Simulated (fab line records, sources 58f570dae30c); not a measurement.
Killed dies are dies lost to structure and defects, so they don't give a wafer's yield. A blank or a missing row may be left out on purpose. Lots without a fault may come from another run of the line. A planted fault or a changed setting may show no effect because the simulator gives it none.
A struck lot beside a sound one | flow berkeley_cmos170 | 22 steps out of a route of 331
Sound: wafers L276.4, L276.5, L276.6. Struck: wafers L286.2, L286.4, L286.5. The cause comes at the end.
At each step with rows: each side's tool, then ch and its chambers, then its first start. Under that, the readings that differ: sound wafers | struck wafers | difference of the means | sigmas: that difference in standard deviations of wafers without a fault.
alike: readings whose means differ by less than 2 such deviations, and words and numbers that are the same on both sides. not compared: withheld readings, readings that some wafer has no value for, bounds like >300 that may hide the same value, and numbers for which the record gives no deviation and whose values overlap.
The two part at a step that has a row with sigmas, a row that says differs or no value, or rows on one side only. Numbers that don't overlap but have no deviation are shown without sigmas and don't part them. A reading that every wafer of one side lacks parts them only if that side has two wafers or more.

first, 6 steps without rows for these wafers: UCB170_NVT_HMDS_00 (prime time 60 s); UCB170_NVT_COAT_01 (resist thk 900 nm); UCB170_NVT_SOFTBAKE_02 (time 60 s); UCB170_NVT_EXPOSE_03 (exposes mask PWELL, target cd 3000 nm); UCB170_NVT_PEB_04; UCB170_NVT_DEVELOP_05 (develop time 45 s).
UCB170_NVT_OVL_MEAS_06:
  sound on overlay-01, day 7 20:31; struck on overlay-02, day 10 10:05
  alike: NVT_OVL
then, 1 step without rows for these wafers: UCB170_NVT_IMPLANT_07.
UCB170_NVT_STRIP_08: strips in O2.
  sound on plasma_asher-04 ch 0,1, day 7 20:43; struck on plasma_asher-04 ch 0,1, day 10 10:16
  alike: drypump_motor_current_A, oes_product_au, strip_time_to_endpoint_s
  not compared: rf_hours_counter_h
UCB170_NVT_TW_MEAS_09:
  sound on film_metro-03, day 7 20:49; struck on film_metro-03, day 10 10:22
  alike: NVT_TW
then, 2 steps without rows for these wafers: UCB170_NVT_CLEAN_10 (cleans in SPM, time 600 s); UCB170_PVT_HMDS_00 (prime time 60 s).
UCB170_PVT_COAT_01: resist thk 900 nm.
  sound on litho_track-04 ch 0, day 7 23:58; struck on litho_track-02 ch 0, day 10 10:48
  reading                              | sound             | struck            | difference | sigmas
  model.KrF_of_PVT_COAT_01.thk_nm (nm) | 897.1 898.1 900.2 | 985.7 989.3 986.8 | +88.8      |
then, 3 steps without rows for these wafers: UCB170_PVT_SOFTBAKE_02 (time 60 s); UCB170_PVT_EXPOSE_03 (exposes mask NWELL, target cd 3000 nm); UCB170_PVT_PEB_04.
UCB170_PVT_DEVELOP_05: develop time 45 s.
  sound on litho_track-03 ch 0; struck on litho_track-04 ch 0
  reading                              | sound           | struck            | difference | sigmas
  model.KrF_of_PVT_COAT_01.thk_nm (nm) | 882.9 883.9 886 | 971.5 975.1 972.6 | +88.8      |
UCB170_PVT_OVL_MEAS_06:
  sound on overlay-01, day 8 00:59; struck on overlay-01, day 10 11:36
  alike: PVT_OVL
then, 1 step without rows for these wafers: UCB170_PVT_IMPLANT_07.
UCB170_PVT_STRIP_08: strips in O2.
  sound on plasma_asher-04 ch 0,1, day 8 01:11; struck on plasma_asher-03 ch 0,1, day 10 11:47
  reading                      | sound             | struck            | difference | sigmas
  strip_time_to_endpoint_s (s) | 21.57 21.59 21.64 | 23.68 23.76 23.70 | +2.11      | +41
  alike: drypump_motor_current_A, oes_product_au
  not compared: rf_hours_counter_h
UCB170_PVT_TW_MEAS_09:
  sound on film_metro-01, day 8 01:17; struck on film_metro-02, day 10 11:53
  alike: PVT_TW
then, 1 step without rows for these wafers: UCB170_M3_PROBE_99.

WHERE THEY PART
Only at UCB170_PVT_STRIP_08, within this record. Later steps at which nothing parts them and some readings are alike: UCB170_PVT_TW_MEAS_09.

WHY: what the simulator had put in
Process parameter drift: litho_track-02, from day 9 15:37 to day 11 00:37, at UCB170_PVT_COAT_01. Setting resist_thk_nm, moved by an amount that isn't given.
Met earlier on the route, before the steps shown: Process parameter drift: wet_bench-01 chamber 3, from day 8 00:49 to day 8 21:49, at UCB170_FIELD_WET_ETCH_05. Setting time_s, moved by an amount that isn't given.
